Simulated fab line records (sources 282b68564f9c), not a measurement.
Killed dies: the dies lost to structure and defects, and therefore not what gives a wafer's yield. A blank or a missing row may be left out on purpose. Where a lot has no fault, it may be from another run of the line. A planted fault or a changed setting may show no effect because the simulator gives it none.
Struck lot and sound lot, side by side -- flow rit cmos -- 19 steps out of a route of 202
Sound: these wafers, L320.4, L320.5, L320.6. Struck: wafers L310.1, L310.3, L310.6. At the end, the cause is stated.
Order at every step that has rows: each side's tool, ch and its chambers, its first start. Under that, the readings that differ: sound wafers -- struck wafers -- difference of the means -- sigmas: that difference in standard deviations of wafers without a fault.
alike: readings whose means differ by less than 2 such deviations, and words and numbers that are the same on both sides. not compared: withheld readings, readings that some wafer has no value for, bounds like >300 that may hide the same value, and numbers for which the record gives no deviation and whose values overlap.
The two part at a step that has a row with sigmas, a row that says differs or no value, or rows on one side only. Numbers that don't overlap but have no deviation are shown without sigmas and don't part them. A reading that every wafer of one side lacks parts them only if that side has two wafers or more.

first, 6 steps without rows for these wafers: RIT_NWELL_HMDS_00 (prime time 60 s); RIT_NWELL_COAT_01 (resist thk 1300 nm); RIT_NWELL_SOFTBAKE_02 (time 60 s); RIT_NWELL_EXPOSE_03 (exposes mask M2, target cd 43900 nm); RIT_NWELL_PEB_04; RIT_NWELL_DEVELOP_05 (develop time 68 s).
RIT_NWELL_OVL_MEAS_06:
  sound on overlay-02 at day 5 09:25; struck on overlay-02 at day 3 09:13
  alike: NWELL_OVL
then, 2 steps without rows for these wafers: RIT_NWELL_HARDBAKE_07 (time 120 s); RIT_NWELL_IMPLANT_08.
RIT_NWELL_STRIP_09: strips in O2, time 180 s.
  sound on plasma asher-01 ch 0,1, day 5 09:54; struck on plasma asher-03 ch 0,1, day 3 09:38
  alike: drypump motor current A
  not compared: rf hours counter h
RIT_NWELL_TW_MEAS_10:
  sound on film metro-04 at day 5 10:03; struck on film metro-02 at day 3 09:49
  alike: NWELL_TW
then, 1 step without rows for these wafers: RIT_PWELL_HMDS_00 (prime time 60 s).
RIT_PWELL_COAT_01: resist thk 1300 nm.
  struck on litho track-02, day 3 10:02; sound on litho track-02 ch 0, day 5 10:18
  no value came back on the struck wafers for chill plate temp C (C), dispense pressure kPa (kPa), spin speed rpm (rpm); on the sound wafers chill plate temp C (C) reads 23.16 23.05 22.83
then, 4 steps without rows for these wafers: RIT_PWELL_SOFTBAKE_02 (time 60 s); RIT_PWELL_EXPOSE_03 (exposes mask M3, target cd 43700 nm); RIT_PWELL_PEB_04; RIT_PWELL_DEVELOP_05 (develop time 68 s).
RIT_PWELL_OVL_MEAS_06:
  sound on overlay-02 at day 5 10:59; struck on overlay-02 at day 3 10:53
reading,sound,struck,difference,sigmas
PWELL_OVL (nm),1.5 -1.0 0.0,- - -,no value on the struck wafers,
then, 1 step without rows for these wafers: RIT_PWELL_HARDBAKE_07 (time 120 s).

## WHERE THEY PART
At RIT_PWELL_COAT_01 first; at RIT_PWELL_OVL_MEAS_06 last (within this record only).

WHY: what the simulator had put in
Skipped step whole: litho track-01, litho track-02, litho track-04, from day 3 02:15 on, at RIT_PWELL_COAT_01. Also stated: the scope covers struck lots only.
